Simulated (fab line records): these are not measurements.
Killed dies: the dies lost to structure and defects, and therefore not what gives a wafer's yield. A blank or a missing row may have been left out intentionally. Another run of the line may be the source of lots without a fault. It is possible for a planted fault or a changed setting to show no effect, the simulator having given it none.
Which tool was responsible? | flow berkeleyCmos170 | Sampling: 16 lots, 48 wafers, 3 of 331 route steps

== WHAT THE GAUGES READ, wafer by wafer ==
UCB170_PLDD_TW_MEAS_11.
lot  | measured     | on           | PLDD_TW
L462 | day 6 16:39  | filmMetro-01 | 1023 1019 1021
L463 | day 6 17:12  | filmMetro-02 | 1021 1020 1019
L460 | day 6 17:23  | filmMetro-01 | 1021 1024 1018
L465 | day 7 05:49  | filmMetro-01 | 1015 1016 1023
L464 | day 7 05:59  | filmMetro-04 | 1000 1005 1001
L467 | day 7 23:40  | filmMetro-04 | 1001 1004 1003
L466 | day 7 23:54  | filmMetro-01 | 1019 1020 1017
L468 | day 8 04:53  | filmMetro-02 | 1028 1024 1023
L469 | day 8 05:08  | filmMetro-02 | 1025 1023 1028
L471 | day 8 22:14  | filmMetro-04 | 1003 1001 1001
L472 | day 8 22:35  | filmMetro-02 | 1024 1024 1022
L473 | day 9 04:20  | filmMetro-02 | 1015 1017 1012
L474 | day 9 17:31  | filmMetro-04 | 880 883 885
L475 | day 9 17:42  | filmMetro-02 | 890 886 889
L476 | day 10 06:13 | filmMetro-02 | 888 889 887
L477 | day 10 06:29 | filmMetro-04 | 888 884 890

UCB170_SDANNEAL_RS_MEAS_04: the measuring method here is four-point-probe.
lot  | measured     | on           | PLDD_RS (ohm/sq)
L462 | day 7 11:43  | filmMetro-04 | 1030.0 1029.5 1030.1
L463 | day 7 09:53  | filmMetro-02 | 1030.8 1032.9 1028.6
L460 | day 7 11:34  | filmMetro-02 | 1033.5 1032.6 1033.3
L465 | day 7 16:23  | filmMetro-04 | 1031.8 1031.1 1029.5
L464 | day 7 16:13  | filmMetro-02 | 1034.4 1034.9 1034.2
L467 | day 8 11:24  | filmMetro-02 | 1027.9 1028.7 1029.5
L466 | day 8 11:55  | filmMetro-01 | 1028.3 1029.8 1031.4
L468 | day 8 17:02  | filmMetro-04 | 1030.6 1026.8 1028.6
L469 | day 8 17:25  | filmMetro-02 | 1033.3 1036.1 1030.6
L471 | day 9 11:28  | filmMetro-02 | 1032.9 1035.9 1035.5
L472 | day 9 11:56  | filmMetro-04 | 1029.5 1034.1 1029.7
L473 | day 9 17:14  | filmMetro-01 | 1031.1 1037.3 1035.7
L474 | day 10 06:50 | filmMetro-04 | 930.4 929.5 930.3
L475 | day 10 07:22 | filmMetro-01 | 927.7 928.4 933.3
L476 | day 10 16:22 | filmMetro-01 | 924.8 926.4 924.2
L477 | day 10 16:04 | filmMetro-04 | 931.2 932.3 929.1

== TOOL THAT RAN EACH LOT (tool first, then ch and the chambers of the sampled wafers, then the start) ==
lot  | UCB170_PLDD_IMPLANT_09
L462 | implanter-04 ch 0, day 6 16:25
L463 | implanter-04 ch 0, day 6 16:58
L460 | implanter-03 ch 0, day 6 17:10
L465 | implanter-04 ch 0, day 7 05:35
L464 | implanter-03 ch 0, day 7 05:44
L467 | implanter-03 ch 0, day 7 23:25
L466 | implanter-02 ch 0, day 7 23:42
L468 | implanter-03 ch 0, day 8 04:38
L469 | implanter-02 ch 0, day 8 04:54
L471 | implanter-04 ch 0, day 8 21:59
L472 | implanter-03 ch 0, day 8 22:20
L473 | implanter-02 ch 0, day 9 04:05
L474 | implanter-03 ch 0, day 9 17:16
L475 | implanter-04 ch 0, day 9 17:27
L476 | implanter-02 ch 0, day 10 05:58
L477 | implanter-03 ch 0, day 10 06:16
- UCB170_PLDD_IMPLANT_09

== WHAT THE TOOLS THEMSELVES READ (means of the sampled wafers that have a number; where no wafer has one, the mark that the record gives instead) ==
The record holds no such reading with a usual standard deviation.

== THE ANSWER, worked out from the rows above alone ==
Rule: what is usual is taken from the lots themselves. Put in order of their means at a reading, lots are off if they are a third of the lots or fewer, leave a main group of 4 or more, and stand apart from it by a gap of 3 or more times the standard deviation of the main group's means; of several such gaps the widest counts. A main group whose means are all the same, to the digits that the tables above print for the reading, isn't used. A lot without any number at a reading at which 4 lots or more have one is off too. All remaining lots with rows at the step are treated as sound. First the gauges in route order, then the tools' own readings, where a lot's mean is used as printed above. The first step at which some lot is off is used, and at that step the reading that is off furthest; a lot without a number counts as furthest.
Off: L474, L475, L476, L477, seen at UCB170_PLDD_TW_MEAS_11 (PLDD_TW). The main group: mean 1016, standard deviation 8.6.
If a tool, at a process step before that reading, ran all the lots that are off and no sound lot after the first of them, it fits. Gauges at UCB170_PLDD_TW_MEAS_11: tried the same way as those tools. No candidate that was tried fits.

== WHAT THE SIMULATOR PUT IN ==
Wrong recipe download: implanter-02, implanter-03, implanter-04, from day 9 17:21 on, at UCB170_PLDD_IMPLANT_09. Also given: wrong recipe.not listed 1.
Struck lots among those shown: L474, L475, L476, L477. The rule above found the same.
